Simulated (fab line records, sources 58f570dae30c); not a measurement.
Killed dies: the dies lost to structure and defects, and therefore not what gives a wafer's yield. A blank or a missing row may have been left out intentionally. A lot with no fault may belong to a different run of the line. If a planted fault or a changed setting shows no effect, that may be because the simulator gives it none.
A struck lot beside a sound one | flow berkeleyCmos170 | 16 steps out of a route of 331
Sound: these wafers, L441.1, L441.2, L441.3. Struck: wafer L439.5. (L439.2, L439.6 of the same lot were not struck and are left out.) The cause comes at the end.
For every step that has rows: the tool of each side, followed by ch and its chambers, followed by its first start. Under that, the readings that differ: sound wafers | struck wafers | difference of the means | sigmas: that difference in standard deviations of wafers without a fault.
alike: words and numbers the same on both sides, and readings whose means are apart by under 2 such deviations; not compared: readings that were withheld, readings missing a value for some wafer, numbers with overlapping values and no deviation given by the record, and bounds like >300 which may hide the same value.
The two part at a step that has a row with sigmas, a row that says differs or no value, or rows on one side only. Numbers that don't overlap but have no deviation are shown without sigmas and don't part them. A reading that every wafer of one side lacks parts them only if that side has two wafers or more.

UCB170_V1_CMP_02: polishes SiO2.
  sound on cmp-01 ch 1,2,3, day 9 22:35; struck on cmp-02 ch 1, day 9 16:03
  alike: motorCurrentA
UCB170_V1_BOW_MEAS_03:
  sound: filmMetro-01 at day 9 22:53; struck: filmMetro-02 at day 9 16:16
  alike: V1_BOW
UCB170_V1_THK_MEAS_04:
  sound: filmMetro-01 at day 9 23:01; struck: filmMetro-02 at day 9 16:23
  alike: V1_POLISHED_THK
then, 7 steps without rows for these wafers: UCB170_V1_CLEAN_05 (cleans in DIW); UCB170_V1_HMDS_06 (prime time 60 s); UCB170_V1_COAT_07 (resist thk 900 nm); UCB170_V1_SOFTBAKE_08 (time 60 s); UCB170_V1_EXPOSE_09 (exposes mask VIA1, target cd 700 nm); UCB170_V1_PEB_10; UCB170_V1_DEVELOP_11 (develop time 45 s).
UCB170_V1_CD_MEAS_12 targets a cd of 700 nm.
  sound: cdSem-02 at day 10 00:14; struck: cdSem-01 at day 9 18:05
  alike: cdNm
UCB170_V1_OVL_MEAS_13:
  sound: overlay-02 at day 10 00:21; struck: overlay-02 at day 9 18:12
  alike: V1_OVL
UCB170_V1_ETCH_14: etches SiO2 in CHF3/CF4/Ar, stops on Al, target depth 1250 nm, time 291 s.
  sound on rieDiel-03 ch 0,2,3, day 10 00:23; struck on rieDiel-04 ch 0, day 9 18:14
reading                            | sound             | struck | difference | sigmas
oesProductAu (a.u.)                | 0.874 0.881 0.877 | 0.855  | -0.022     | -2
rfFwdPowerW (W)                    | 701.5 701.0 698.1 | 419.5  | -280.7     | -99 or more
model.KrF_of_V1_COAT_07.thkNm (nm) | 613.7 615.1 612.3 | 672.4  | +58.7      | 
model.etch.depthNm (nm)            | 1003 1001 999.7   | 957    | -44        | 
model.V1.featureDepthNm (nm)       | 1003 1001 999.7   | 957    | -44        | 
  alike: cf4FlowSccm, drypumpMotorCurrentA, throttleValvePct
  not compared: rfHoursCounterH
UCB170_V1_STRIP_15: strips in O2.
  sound on plasmaAsher-02 ch 0,1, day 10 00:34; struck on plasmaAsher-01 ch 0, day 9 18:25
reading                  | sound             | struck | difference | sigmas
stripTimeToEndpointS (s) | 15.39 15.43 15.36 | 16.74  | +1.35      | +12
  alike: drypumpMotorCurrentA, oesProductAu
  not compared: rfHoursCounterH
UCB170_V1_CD_MEAS_90 targets a cd of 700 nm.
  sound: cdSem-02 at day 10 00:40; struck: cdSem-01 at day 9 18:32
reading   | sound             | struck | difference | sigmas
cdNm (nm) | 697.6 698.5 698.9 | 692.8  | -5.5       | -4
then, 1 step without rows for these wafers: UCB170_M2_PRE_CLEAN_00 (preclean etch time 60 s).

WHERE THEY PART
At UCB170_V1_ETCH_14 first; at UCB170_V1_CD_MEAS_90 last (within this record only).

WHY: what the simulator had put in
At UCB170_V1_ETCH_14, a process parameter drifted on rieDiel-04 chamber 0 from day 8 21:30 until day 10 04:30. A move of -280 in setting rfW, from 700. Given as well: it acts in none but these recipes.
